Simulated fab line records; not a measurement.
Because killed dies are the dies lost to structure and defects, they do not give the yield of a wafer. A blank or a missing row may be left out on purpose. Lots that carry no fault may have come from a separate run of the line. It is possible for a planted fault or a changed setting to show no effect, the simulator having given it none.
Which tool was responsible?	flow rit_cmos	Sampling: 14 lots, 42 wafers, 4 of 202 route steps

## WHAT THE GAUGES SHOWED, per wafer
RIT_SDANNEAL_RS_MEAS_04: measurement is done with a four-point probe.
lot	measured	on	PSD_RS (ohm/sq)
L959	day 3 02:57	film_metro-02	115.69 115.21 115.46
L961	day 3 12:43	film_metro-01	116.12 116.10 116.08
L962	day 3 20:48	film_metro-01	116.17 115.82 115.89
L963	day 3 22:48	film_metro-04	115.86 116.16 116.05
L964	day 4 03:42	film_metro-02	116.00 116.22 115.92
L965	day 4 08:06	film_metro-01	116.03 115.93 115.84
L966	day 4 11:58	film_metro-04	115.67 115.84 115.54
L968	day 5 00:00	film_metro-01	115.77 115.67 115.63
L970	day 5 08:17	film_metro-02	115.79 116.14 116.08
L973	day 5 23:41	film_metro-01	166.19 166.19 165.74
L975	day 6 08:41	film_metro-04	166.48 166.31 166.06
L978	day 7 01:05	film_metro-04	116.27 116.26 115.97
L980	day 7 10:54	film_metro-04	115.79 116.02 115.94
L982	day 7 22:17	film_metro-02	115.69 115.81 115.90

RIT_SDANNEAL_RS_MEAS_05: measurement is done with a four-point probe.
lot	measured	on	NSD_RS (ohm/sq)
L959	day 3 03:04	film_metro-02	84.51 84.66 84.59
L961	day 3 12:50	film_metro-01	84.60 84.38 84.68
L962	day 3 20:55	film_metro-01	84.56 84.74 84.49
L963	day 3 22:55	film_metro-04	85.01 84.72 85.04
L964	day 4 03:49	film_metro-02	84.47 84.22 84.73
L965	day 4 08:13	film_metro-01	84.28 84.38 84.09
L966	day 4 12:05	film_metro-04	84.23 84.18 84.32
L968	day 5 00:07	film_metro-01	83.98 84.15 83.93
L970	day 5 08:25	film_metro-02	84.58 84.83 85.03
L973	day 5 23:49	film_metro-01	87.09 86.80 86.70
L975	day 6 08:49	film_metro-04	87.34 87.03 87.32
L978	day 7 01:13	film_metro-04	84.70 84.99 84.61
L980	day 7 11:01	film_metro-04	84.08 84.23 84.42
L982	day 7 22:24	film_metro-02	84.71 84.65 84.54

RIT_SDANNEAL_RS_MEAS_06: measurement is done with a four-point probe.
lot	measured	on	PLDD_RS (ohm/sq)
L959	day 3 03:11	film_metro-02	178.7 178.0 178.6
L961	day 3 12:58	film_metro-01	179.1 178.8 179.5
L962	day 3 21:02	film_metro-01	179.4 179.1 179.7
L963	day 3 23:02	film_metro-04	179.2 179.1 178.9
L964	day 4 03:56	film_metro-02	178.4 178.5 178.4
L965	day 4 08:20	film_metro-01	179.2 178.7 178.9
L966	day 4 12:12	film_metro-04	178.9 179.5 179.1
L968	day 5 00:14	film_metro-01	177.5 178.0 178.1
L970	day 5 08:32	film_metro-02	178.2 178.5 178.6
L973	day 5 23:56	film_metro-01	246.4 246.7 246.2
L975	day 6 08:56	film_metro-04	246.7 246.9 246.3
L978	day 7 01:20	film_metro-04	178.5 179.0 178.2
L980	day 7 11:08	film_metro-04	178.4 179.5 178.7
L982	day 7 22:31	film_metro-02	178.9 179.1 179.1

## WHAT TOOL EACH LOT RAN ON (gives the tool, then ch and the chambers of the sampled wafers, and finally the start)
lot	RIT_SDANNEAL_RTA_03
L959	rtp_anneal-02 ch 0, day 3 02:53
L961	rtp_anneal-02 ch 0, day 3 12:39
L962	rtp_anneal-01 ch 0, day 3 20:44
L963	rtp_anneal-02 ch 0, day 3 22:45
L964	rtp_anneal-01 ch 0, day 4 03:38
L965	rtp_anneal-02 ch 0, day 4 08:02
L966	rtp_anneal-01 ch 0, day 4 11:53
L968	rtp_anneal-01 ch 0, day 4 23:56
L970	rtp_anneal-01 ch 0, day 5 08:14
L973	rtp_anneal-02 ch 0, day 5 23:38
L975	rtp_anneal-02 ch 0, day 6 08:38
L978	rtp_anneal-01 ch 0, day 7 01:02
L980	rtp_anneal-01 ch 0, day 7 10:50
L982	rtp_anneal-01 ch 0, day 7 22:13
- RIT_SDANNEAL_RTA_03: time 5 s.

## AS READ BY THE TOOLS THEMSELVES (means over the sampled wafers that have a number; for cases with no such wafer, the mark the record gives instead)
RIT_SDANNEAL_RTA_03.
lot	tool	wafer_temp_C_max
L959	rtp_anneal-02	1054.5
L961	rtp_anneal-02	1053.9
L962	rtp_anneal-01	1055.3
L963	rtp_anneal-02	1053.5
L964	rtp_anneal-01	1052.9
L965	rtp_anneal-02	1054.1
L966	rtp_anneal-01	1053.5
L968	rtp_anneal-01	1054.7
L970	rtp_anneal-01	1053.2
L973	rtp_anneal-02	987.5
L975	rtp_anneal-02	989.1
L978	rtp_anneal-01	1053.7
L980	rtp_anneal-01	1054.2
L982	rtp_anneal-01	1054.3

## THE ANSWER, worked out from the rows above alone
Rule: what is usual is taken from the lots themselves. Put in order of their means at a reading, lots are off if they are a third of the lots or fewer, leave a main group of 4 or more, and stand apart from it by a gap of 3 or more times the standard deviation of the main group's means; of several such gaps the widest counts. A main group is skipped when, at the precision printed for the reading in the tables above, its means are all equal. A lot without any number at a reading at which 4 lots or more have one is off too. Where the step has rows for the other lots, those lots are counted as sound. The gauges are gone through in route order, then the tools' own readings, and for those a lot's mean is taken as printed above. The first step at which some lot is off is used, and at that step the reading that is off furthest; a lot without a number counts as furthest.
Off: L973, L975, at RIT_SDANNEAL_RS_MEAS_04 (PSD_RS). For the main group the mean is 115.90 ohm/sq and the standard deviation 0.2.
A tool fits if, at a process step before that reading, it ran every lot that is off, and no sound lot after the first of them. Not tried: the gauges at RIT_SDANNEAL_RS_MEAS_04; whatever is off there is also off at RIT_SDANNEAL_RTA_03, on other tools, and gauge error can't account for it. One fits: RIT_SDANNEAL_RTA_03 on rtp_anneal-02. A fault onset in the window from L965 (day 4 08:02, its last sound lot) to L973 (day 5 23:38, its first lot off) fits.
On the lots that are off, the tool's own readings at RIT_SDANNEAL_RTA_03 differ by more than 5 times the standard deviation of the sound lots' means, which bears it out; wafer_temp_C_max reads 988.3 there versus 1054.0 on the sound lots.

## WHAT THE SIMULATOR PUT IN
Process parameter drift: rtp_anneal-02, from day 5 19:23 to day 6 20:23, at RIT_SDANNEAL_RTA_03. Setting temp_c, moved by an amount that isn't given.
Struck lots among those shown: L973, L975. The rule above found the same.
